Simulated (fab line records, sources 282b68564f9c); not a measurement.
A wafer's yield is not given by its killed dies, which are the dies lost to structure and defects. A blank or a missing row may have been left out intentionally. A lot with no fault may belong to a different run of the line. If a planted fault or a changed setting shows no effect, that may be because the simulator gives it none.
A lot that was struck, set against a sound lot / flow rit-cmos / 44 out of 202 route steps
Sound: the wafers L167.2, L167.5, L167.6. The struck wafers were L177.1, L177.3, L177.5. The cause is named last.
Per side, at each step with rows, come the tool, then ch with its chambers, and then its first start. Under that, the readings that differ: sound wafers / struck wafers / difference of the means / sigmas: that difference in standard deviations of wafers without a fault.
alike: readings whose means differ by less than 2 such deviations, and words and numbers that are the same on both sides. not compared: withheld readings, readings that some wafer has no value for, bounds like >300 that may hide the same value, and numbers for which the record gives no deviation and whose values overlap.
A row with sigmas, a row that says differs or no value, or rows on one side alone: a step with any of these is where the two part. Numbers that don't overlap but have no deviation are shown without sigmas and don't part them. A reading that every wafer of one side lacks parts them only if that side has two wafers or more.

first, 4 steps without rows for these wafers: RIT_PLDD_SOFTBAKE_02 (time 60 s); RIT_PLDD_EXPOSE_03 (exposes mask M8, target cd 40900 nm); RIT_PLDD_PEB_04; RIT_PLDD_DEVELOP_05 (develop time 50 s).
RIT_PLDD_OVL_MEAS_06:
  sound on overlay-02, day 4 09:02; struck on overlay-02, day 6 14:21
  alike: PLDD_OVL
then, 2 steps without rows for these wafers: RIT_PLDD_HARDBAKE_07 (time 60 s); RIT_PLDD_IMPLANT_08.
RIT_PLDD_STRIP_09: strips in O2, time 180 s.
  sound on plasma-asher-02 ch 0,1, day 4 09:22; struck on plasma-asher-02 ch 0,1, day 6 14:41
  alike: drypump-motor-current-A
  not compared: rf-hours-counter-h
RIT_PLDD_TW_MEAS_10:
  sound on film-metro-03, day 4 09:34; struck on film-metro-04, day 6 14:52
reading=PLDD_TW; sound=2371 2375 2386; struck=2412 2406 2409; difference=+32; sigmas=+2
then, 3 steps without rows for these wafers: RIT_SPACER_CLEAN_00 (cleans in SC1, time 600 s); RIT_SPACER_CLEAN_01 (cleans in dHF, time 29.24 s); RIT_SPACER_CLEAN_02 (cleans in SC2, time 600 s).
RIT_SPACER_CVD_03: deposits Si3N4 from SiH2Cl2/NH3, target thk 250 nm, time 3300 s.
  sound on lpcvd-01 ch 0, day 4 09:58; struck on lpcvd-02 ch 1, day 6 15:18
reading=pressure-mtorr (mTorr); sound=301.0 301.3 300.9; struck=240.6 240.5 241.0; difference=-60.4; sigmas=-91
reading=model.Si3N4_of_SPACER_CVD_03.thk-nm (nm); sound=248.2 249.8 249.7; struck=233.7 233.4 234.4; difference=-15.4; sigmas=
RIT_SPACER_THK_MEAS_04:
  sound on film-metro-03, day 4 11:54; struck on film-metro-03, day 6 17:13
reading=SPACER_NITRIDE_THK (nm); sound=248.3 249.9 249.7; struck=233.6 233.3 234.2; difference=-15.6; sigmas=-7
RIT_SPACER_ETCHBACK_05: etches Si3N4 in SF6/CHF3, stops on SiO2, target depth 250 nm, time 240 s.
  sound on rie-diel-04 ch 0,2,3, day 4 11:57; struck on rie-diel-04 ch 0,1,3, day 6 17:17
reading=oes-product-au (a.u.); sound=0.847 0.848 0.849; struck=0.806 0.809 0.811; difference=-0.039; sigmas=-3
reading=model.etch.depth-nm (nm); sound=248.2 249.8 249.7; struck=233.7 233.4 234.4; difference=-15.4; sigmas=
  alike: drypump-motor-current-A, throttle-valve-pct
  not compared: rf-hours-counter-h
then, 6 steps without rows for these wafers: RIT_NSD_HMDS_00 (prime time 60 s); RIT_NSD_COAT_01 (resist thk 1000 nm); RIT_NSD_SOFTBAKE_02 (time 60 s); RIT_NSD_EXPOSE_03 (exposes mask M9, target cd 40700 nm); RIT_NSD_PEB_04; RIT_NSD_DEVELOP_05 (develop time 50 s).
RIT_NSD_OVL_MEAS_06:
  sound on overlay-02, day 4 13:05; struck on overlay-02, day 6 18:24
  alike: NSD_OVL
then, 2 steps without rows for these wafers: RIT_NSD_HARDBAKE_07 (time 60 s); RIT_NSD_IMPLANT_08.
RIT_NSD_STRIP_09: strips in O2, time 180 s.
  sound on plasma-asher-02 ch 0,1, day 4 13:25; struck on plasma-asher-04 ch 0,1, day 6 18:44
  alike: drypump-motor-current-A
  not compared: rf-hours-counter-h
RIT_NSD_TW_MEAS_10:
  sound on film-metro-03, day 4 13:36; struck on film-metro-04, day 6 18:55
reading=NSD_TW; sound=3150 3141 3168; struck=3204 3186 3190; difference=+40; sigmas=+2
then, 6 steps without rows for these wafers: RIT_PSD_HMDS_00 (prime time 60 s); RIT_PSD_COAT_01 (resist thk 1000 nm); RIT_PSD_SOFTBAKE_02 (time 60 s); RIT_PSD_EXPOSE_03 (exposes mask M10, target cd 40900 nm); RIT_PSD_PEB_04; RIT_PSD_DEVELOP_05 (develop time 50 s).
RIT_PSD_OVL_MEAS_06:
  sound on overlay-01, day 4 14:30; struck on overlay-01, day 6 19:49
  alike: PSD_OVL
then, 2 steps without rows for these wafers: RIT_PSD_HARDBAKE_07 (time 60 s); RIT_PSD_IMPLANT_08.
RIT_PSD_STRIP_09: strips in O2, time 180 s.
  sound on plasma-asher-02 ch 0,1, day 4 14:50; struck on plasma-asher-02 ch 0,1, day 6 20:10
  alike: drypump-motor-current-A
  not compared: rf-hours-counter-h
RIT_PSD_TW_MEAS_10:
  sound on film-metro-04, day 4 15:01; struck on film-metro-03, day 6 20:20
reading=PSD_TW; sound=3510 3491 3519; struck=3469 3472 3459; difference=-40; sigmas=-2
then, 3 steps without rows for these wafers: RIT_SDANNEAL_CLEAN_00 (cleans in SC1, time 600 s); RIT_SDANNEAL_CLEAN_01 (cleans in dHF, time 30 s); RIT_SDANNEAL_CLEAN_02 (cleans in SC2, time 600 s).
RIT_SDANNEAL_RTA_03: time 5 s.
  sound on rtp-anneal-01 ch 0, day 4 15:28; struck on rtp-anneal-01 ch 0, day 6 20:47
  alike: wafer_temp_C_max
RIT_SDANNEAL_RS_MEAS_04: the measuring method here is four-point-probe.
  sound on film-metro-04, day 4 15:32; struck on film-metro-02, day 6 20:50
  alike: PSD_RS
RIT_SILICIDE_WET_ETCH_00: etches SiO2 in BOE, target depth 14 nm, time 15 s.
  sound on wet-bench-02 ch 0, day 4 15:59; struck on wet-bench-04 ch 0, day 6 21:19
reading=model.Si3N4_of_SPACER_CVD_03.thk-nm (nm); sound=194.1 194.3 194.4; struck=182.2 183 184.3; difference=-11.1; sigmas=
RIT_M1_PROBE_99:
  sound on prober-02, day 4 23:00; struck on prober-02, day 7 04:10
reading=model.etest.nplus-sal.width-nm (nm); sound=3432 3425 3428; struck=3471 3440 3451; difference=+26; sigmas=
reading=model.etest.diode-nplus-comb.cj-ff-um2; sound=2.631 2.646 2.645; struck=2.683 2.674 2.659; difference=+0.031; sigmas=
  alike: killed-at-front-end, killed-dies, killed-open, killed-short
  not compared: model.etest.nmos_0p15.r-on-ohm-um, model.etest.pplus-sal.width-nm, model.etest.pwell-pinched.rs-ohm-sq, model.etest.nwell-pinched.rs-ohm-sq, model.etest.nmos_0p15.tox-inv-nm

## WHERE THEY PART
First at RIT_PLDD_TW_MEAS_10; last, within this record, at RIT_PSD_TW_MEAS_10. Later steps at which nothing parts them and some readings are alike: RIT_SDANNEAL_RTA_03, RIT_SDANNEAL_RS_MEAS_04, RIT_M1_PROBE_99.

WHY: what had been put in by the simulator
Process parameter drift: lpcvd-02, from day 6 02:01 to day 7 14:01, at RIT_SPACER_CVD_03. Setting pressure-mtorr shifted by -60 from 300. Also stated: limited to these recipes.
